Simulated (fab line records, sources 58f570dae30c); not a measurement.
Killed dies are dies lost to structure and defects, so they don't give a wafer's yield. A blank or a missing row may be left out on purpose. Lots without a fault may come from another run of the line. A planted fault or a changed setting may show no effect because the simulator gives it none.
Which tool did it? | flow berkeley_cmos170 | 15 lots, 45 wafers sampled, at 5 steps of a route of 331

WHAT THE GAUGES READ, wafer by wafer
UCB170_SILICIDE_THK_MEAS_03: measures by xrf. Usual: SILICIDE_TI_THK 29.5 nm, standard deviation 0.35.
lot  | measured     | on            | SILICIDE_TI_THK (nm) | flag
L820 | day 6 15:49  | film_metro-03 | 29.8 29.6 30.0       |
L821 | day 6 20:04  | film_metro-04 | 29.4 29.9 30.0       |
L822 | day 7 08:19  | film_metro-01 | 29.5 29.4 30.1       |
L824 | day 7 19:40  | film_metro-04 | 29.3 29.3 29.1       |
L825 | day 7 19:43  | film_metro-01 | 30.3 29.8 30.2       |
L827 | day 8 10:20  | film_metro-04 | 28.7 29.2 28.9       |
L830 | day 8 20:44  | film_metro-03 | 29.5 28.6 29.3       |
L832 | day 9 07:41  | film_metro-04 | 29.1 29.4 29.6       |
L833 | day 9 22:32  | film_metro-04 | 29.6 28.9 29.6       |
L834 | day 10 09:55 | film_metro-01 | 29.5 29.4 29.5       |
L837 | day 10 10:30 | film_metro-04 | 28.9 29.4 29.5       |
L835 | day 10 10:40 | film_metro-01 | 29.6 29.7 29.7       |
L836 | day 10 10:50 | film_metro-01 | 29.1 29.4 29.4       |
L842 | day 11 00:57 | film_metro-01 | 29.2 29.8 29.7       |
L843 | day 11 07:05 | film_metro-04 | 29.9 29.5 29.3       |

UCB170_V1_THK_MEAS_01. Usual: V1_TEOS_THK 2087 nm, standard deviation 26.
lot  | measured     | on            | V1_TEOS_THK (nm) | flag
L820 | day 7 02:30  | film_metro-04 | 2082 2049 2066   |
L821 | day 7 05:34  | film_metro-04 | 2064 2074 2073   |
L822 | day 7 21:47  | film_metro-02 | 2106 2063 2107   |
L824 | day 8 08:14  | film_metro-04 | 2061 2118 2098   |
L825 | day 8 08:15  | film_metro-02 | 2099 2143 2147   |
L827 | day 8 20:23  | film_metro-04 | 2094 2051 2074   |
L830 | day 9 08:22  | film_metro-04 | 2050 2082 2112   |
L832 | day 9 21:44  | film_metro-01 | 2071 2048 2085   |
L833 | day 10 07:45 | film_metro-04 | 2036 2037 2090   |
L834 | day 10 22:49 | film_metro-04 | 2079 2107 2102   |
L837 | day 11 02:56 | film_metro-04 | 1898 2093 1946   | OFF
L835 | day 11 02:53 | film_metro-01 | 2067 2116 2111   |
L836 | day 11 03:05 | film_metro-01 | 2063 2059 1904   | OFF
L842 | day 11 14:13 | film_metro-01 | 1887 1904 2075   | OFF
L843 | day 11 19:27 | film_metro-01 | 2048 2060 2083   |

UCB170_V1_BOW_MEAS_03. Usual: V1_BOW 19 um, standard deviation 6.3.
lot  | measured     | on            | V1_BOW (um) | flag
L820 | day 7 02:52  | film_metro-02 | 23 20 18    |
L821 | day 7 05:56  | film_metro-02 | 28 14 19    |
L822 | day 7 22:27  | film_metro-02 | 14 20 33    |
L824 | day 8 08:35  | film_metro-01 | 21 22 18    |
L825 | day 8 08:38  | film_metro-04 | 23 23 21    |
L827 | day 8 20:45  | film_metro-04 | 6 19 6      |
L830 | day 9 08:44  | film_metro-02 | 27 21 14    |
L832 | day 9 22:06  | film_metro-04 | 8 24 24     |
L833 | day 10 08:07 | film_metro-02 | 12 20 8     |
L834 | day 10 23:11 | film_metro-04 | 21 18 24    |
L837 | day 11 03:32 | film_metro-02 | 27 21 21    |
L835 | day 11 03:15 | film_metro-01 | 17 18 20    |
L836 | day 11 03:50 | film_metro-01 | 27 25 18    |
L842 | day 11 14:35 | film_metro-04 | 7 11 10     |
L843 | day 11 19:49 | film_metro-04 | 15 20 32    |

UCB170_V1_CD_MEAS_90: target cd 700 nm. Usual: cd_nm 700.1 nm, standard deviation 1.6.
lot  | measured     | on        | cd_nm (nm)        | flag
L820 | day 7 04:49  | cd_sem-01 | 697.8 699.9 698.8 |
L821 | day 7 09:11  | cd_sem-01 | 699.1 700.1 700.0 |
L822 | day 8 02:11  | cd_sem-01 | 702.8 702.5 703.7 |
L824 | day 8 10:35  | cd_sem-01 | 700.7 699.2 699.0 |
L825 | day 8 10:51  | cd_sem-01 | 699.9 700.4 698.2 |
L827 | day 8 22:37  | cd_sem-01 | 699.4 700.3 699.1 |
L830 | day 9 12:30  | cd_sem-02 | 697.2 697.9 697.2 |
L832 | day 10 00:22 | cd_sem-01 | 700.6 703.1 700.7 |
L833 | day 10 11:17 | cd_sem-02 | 700.6 699.9 700.2 |
L834 | day 11 01:57 | cd_sem-01 | 700.2 700.3 700.3 |
L837 | day 11 06:11 | cd_sem-02 | 701.3 699.8 698.1 |
L835 | day 11 05:55 | cd_sem-01 | 698.2 702.1 697.6 |
L836 | day 11 06:27 | cd_sem-01 | 699.5 699.6 698.9 |
L842 | day 11 18:44 | cd_sem-01 | 698.2 697.6 698.9 |
L843 | day 11 22:43 | cd_sem-01 | 699.4 699.2 698.3 |

WHICH TOOL RAN EACH LOT (tool, then ch and the chambers of the sampled wafers, then the start)
lot  | UCB170_V1_CVD_00
L820 | pecvd-01 ch 0,1, day 7 02:21
L821 | pecvd-02 ch 0,1, day 7 05:25
L822 | pecvd-01 ch 0,1,2, day 7 21:38
L824 | pecvd-02 ch 0,2, day 8 08:05
L825 | pecvd-03 ch 1,2, day 8 08:05
L827 | pecvd-01 ch 1,2, day 8 20:13
L830 | pecvd-03 ch 0,1, day 9 08:11
L832 | pecvd-01 ch 1,2, day 9 21:34
L833 | pecvd-02 ch 0,1,2, day 10 07:35
L834 | pecvd-01 ch 0,2, day 10 22:40
L837 | pecvd-01 ch 0,2, day 11 02:43
L835 | pecvd-02 ch 0,1, day 11 02:43
L836 | pecvd-01 ch 0,1,2, day 11 02:52
L842 | pecvd-01 ch 0,1, day 11 14:02
L843 | pecvd-03 ch 0,1,2, day 11 19:18
- UCB170_V1_CVD_00: deposits SiO2 from TEOS/O2, target thk 2000 nm, time 260.8 s.

WHAT THE TOOLS THEMSELVES READ (means of the sampled wafers that have a number; where no wafer has one, the mark that the record gives instead)
UCB170_V1_CVD_00. Usual: heater_power_w 252 W, standard deviation 50.
lot  | tool     | heater_power_w (W) | flag
L820 | pecvd-01 | 269                |
L821 | pecvd-02 | 258                |
L822 | pecvd-01 | 250                |
L824 | pecvd-02 | 289                |
L825 | pecvd-03 | 195                |
L827 | pecvd-01 | 255                |
L830 | pecvd-03 | 268                |
L832 | pecvd-01 | 233                |
L833 | pecvd-02 | 276                |
L834 | pecvd-01 | 215                |
L837 | pecvd-01 | 204                |
L835 | pecvd-02 | 248                |
L836 | pecvd-01 | 264                |
L842 | pecvd-01 | 248                |
L843 | pecvd-03 | 258                |

THE ANSWER, worked out from the rows above alone
Rule: a lot is off if the mean of its wafers that have a number lies more than 3 standard deviations from the usual mean. A lot without any number at a reading at which 4 lots or more have one is off too. The other lots that the step has rows for count as sound. The gauges are gone through in route order, then the tools' own readings, and for those a lot's mean is taken as printed above. The first step at which some lot is off is used, and at that step the reading that is off furthest; a lot without a number counts as furthest.
Off: L837, L836, L842, at UCB170_V1_THK_MEAS_01 (V1_TEOS_THK).
A tool fits if, at a process step before that reading, it ran every lot that is off, and no sound lot after the first of them. The gauges at UCB170_V1_THK_MEAS_01 are tried like those tools. One fits: pecvd-01 at UCB170_V1_CVD_00. Its last sound lot is L834 (day 10 22:40), its first lot that is off L837 (day 11 02:43): a fault that began between those two fits.

WHAT THE SIMULATOR HAD PUT IN
Process parameter drift: pecvd-01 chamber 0, from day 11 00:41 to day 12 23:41, at UCB170_V1_CVD_00. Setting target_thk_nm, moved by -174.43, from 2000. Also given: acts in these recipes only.
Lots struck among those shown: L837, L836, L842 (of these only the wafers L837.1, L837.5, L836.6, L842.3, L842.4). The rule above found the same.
